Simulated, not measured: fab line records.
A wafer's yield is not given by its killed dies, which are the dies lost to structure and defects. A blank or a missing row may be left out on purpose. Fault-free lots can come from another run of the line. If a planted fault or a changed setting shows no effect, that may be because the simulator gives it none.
Shared-tool check ; flow berkeley-cmos170 ; Sampled: 15 lots, 45 wafers

REASON FOR OPENING
UCB170_PWELL_TW_MEAS_17, reading PWELL_TW: flagged on 3 of 15 lots. Wafers without a fault read 382, standard deviation 4.2.
Rule: flag the lot when none of its wafers has a number, or when each of its wafers that has one lies beyond 4 standard deviations from that mean. As for the other lots, they are considered sound.

lot;measured;on;PWELL_TW, wafer by wafer;flag
L497;day 3 10:37;film-metro-03;386 385 385;
L498;day 3 23:10;film-metro-01;382 381 384;
L500;day 3 23:10;film-metro-02;379 378 377;
L499;day 3 23:17;film-metro-03;385 387 386;
L501;day 4 08:08;film-metro-01;384 382 384;
L503;day 5 01:51;film-metro-02;378 378 378;
L505;day 5 02:36;film-metro-02;467 468 468;FLAGGED
L504;day 5 02:42;film-metro-01;477 476 478;FLAGGED
L507;day 5 09:23;film-metro-03;382 383 383;
L512;day 6 08:17;film-metro-01;477 477 479;FLAGGED
L513;day 6 15:30;film-metro-02;374 374 374;
L515;day 7 02:50;film-metro-01;386 385 386;
L516;day 7 08:11;film-metro-02;374 375 375;
L520;day 8 00:02;film-metro-01;383 385 383;
L519;day 8 00:35;film-metro-01;386 383 383;
Average over the flagged lots: 474; offset from the usual +92, equal to +22 standard deviations.

EACH LOT AND THE TOOL IT RAN ON
The record keeps 1 process step preceding the reading, out of 331 steps on the route. In each cell: the tool, then ch and the chambers that the sampled wafers went through, then the start.
lot;flag;UCB170_PWELL_IMPLANT_15
L497;;implanter-01 ch 0, day 3 10:22
L498;;implanter-04 ch 0, day 3 22:58
L500;;implanter-01 ch 0, day 3 22:57
L499;;implanter-03 ch 0, day 3 23:02
L501;;implanter-03 ch 0, day 4 07:53
L503;;implanter-03 ch 0, day 5 01:38
L505;FLAGGED;implanter-01 ch 0, day 5 01:49
L504;FLAGGED;implanter-01 ch 0, day 5 02:08
L507;;implanter-01 ch 0, day 5 09:08
L512;FLAGGED;implanter-01 ch 0, day 6 07:38
L513;;implanter-04 ch 0, day 6 15:15
L515;;implanter-03 ch 0, day 7 02:35
L516;;implanter-01 ch 0, day 7 07:58
L520;;implanter-01 ch 0, day 7 23:47
L519;;implanter-03 ch 0, day 8 00:22
What the steps here do:
- UCB170_PWELL_IMPLANT_15
- UCB170_PWELL_TW_MEAS_17

FLAGGED OVER TOTAL, TOOL BY TOOL (the gauges that took the reading come last)
step;tool;lots run;flagged;share of the flagged lots;sound lots run after its first flagged lot
UCB170_PWELL_IMPLANT_15;implanter-01;8;3;all;3 (L507,L516,L520)
UCB170_PWELL_IMPLANT_15;implanter-03;5;0;none;-
UCB170_PWELL_IMPLANT_15;implanter-04;2;0;none;-
UCB170_PWELL_TW_MEAS_17;film-metro-01;7;2;some;3 (L515,L520,L519)
UCB170_PWELL_TW_MEAS_17;film-metro-02;5;1;some;2 (L513,L516)
UCB170_PWELL_TW_MEAS_17;film-metro-03;3;0;none;-

WHAT THE TABLE PERMITS
In the table, 1 row covers all flagged lots: implanter-01 at UCB170_PWELL_IMPLANT_15.
- implanter-01 at UCB170_PWELL_IMPLANT_15: 3 of its 8 lots flagged. After the first flagged lot (L507, L516, L520), sound lots still ran on it; a lasting fault on the whole tool would not permit that.
There is no row in the table that ran each flagged lot and no sound lot after the first.

WHAT WAS PUT IN BY THE SIMULATOR
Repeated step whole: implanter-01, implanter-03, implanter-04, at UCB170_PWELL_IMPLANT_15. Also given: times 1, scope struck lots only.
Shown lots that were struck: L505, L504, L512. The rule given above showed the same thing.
